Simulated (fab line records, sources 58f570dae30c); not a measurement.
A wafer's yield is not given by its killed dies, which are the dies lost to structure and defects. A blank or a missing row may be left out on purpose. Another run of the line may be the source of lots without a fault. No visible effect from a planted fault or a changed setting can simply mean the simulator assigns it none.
Comparing a struck lot with a sound one :: flow berkeley_cmos170 :: 14 steps out of a route of 331
Sound: the wafers L984.2, L984.5, L984.6. The struck wafers were L991.1, L991.2, L991.4. The cause comes at the end.
Each step with rows lists, per side, the tool, then ch with its chambers, then its first start. Under that, the readings that differ: sound wafers :: struck wafers :: difference of the means :: sigmas: that difference in standard deviations of wafers without a fault.
alike: same words and numbers on both sides, and readings whose means sit less than 2 such deviations apart. not compared: any withheld reading, any reading some wafer has no value for, any bound like >300 that may hide the same value, and any number with overlapping values for which the record gives no deviation.
The two part at a step that has a row with sigmas, a row that says differs or no value, or rows on one side only. When numbers do not overlap yet have no deviation, they are printed without sigmas and do not part them. Lack of a reading on every wafer of one side parts them only where that side has two or more wafers.

first, 1 step without rows for these wafers: UCB170_FIELD_WET_ETCH_06 (etches SiO2 in BOE, time 22 s).
UCB170_FIELD_THK_MEAS_90:
  sound on film_metro-03, day 6 02:06; struck on film_metro-03, day 7 19:52
  alike: FIELD_OXIDE_LEFT_1_THK
then, 2 steps without rows for these wafers: UCB170_SACOX_CLEAN_00 (cleans in dHF, time 7.5 s); UCB170_SACOX_OXIDATION_01 (target thk 14.4 nm, ox time 2400 s).
UCB170_SACOX_THK_MEAS_02:
  sound on film_metro-03, day 6 08:50; struck on film_metro-01, day 8 02:22
  alike: SACOX_OXIDE_THK
then, 2 steps without rows for these wafers: UCB170_SCREENOX_WET_ETCH_00 (etches SiO2 in dHF, time 200 s); UCB170_SCREENOX_OXIDATION_01 (target thk 14.4 nm, ox time 2400 s).
UCB170_SCREENOX_THK_MEAS_02:
  sound on film_metro-04, day 6 16:15; struck on film_metro-04, day 8 08:16
  alike: SCREENOX_OXIDE_THK
then, 4 steps without rows for these wafers: UCB170_SCREENOX_ANNEAL_03 (time 900 s); UCB170_NVT_HMDS_00 (prime time 60 s); UCB170_NVT_COAT_01 (resist thk 900 nm); UCB170_NVT_SOFTBAKE_02 (time 60 s).
UCB170_NVT_EXPOSE_03: exposes mask PWELL, target cd 3000 nm.
  struck on krf_scanner-02, day 8 15:11; sound on krf_scanner-02 ch 0, day 6 23:57
  no value came back on the struck wafers for exposure_dose_mJ_cm2, focus_offset_nm (nm); on the sound wafers exposure_dose_mJ_cm2 reads 30.06 29.97 30.04
  alike: mask
after that, 1 step had no rows for these wafers: UCB170_NVT_PEB_04.

WHERE THEY PART
Within this record, at UCB170_NVT_EXPOSE_03 only.

WHY: the cause the simulator had injected
Skipped step whole: krf_scanner-02, from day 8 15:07 on, at UCB170_NVT_EXPOSE_03. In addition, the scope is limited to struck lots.
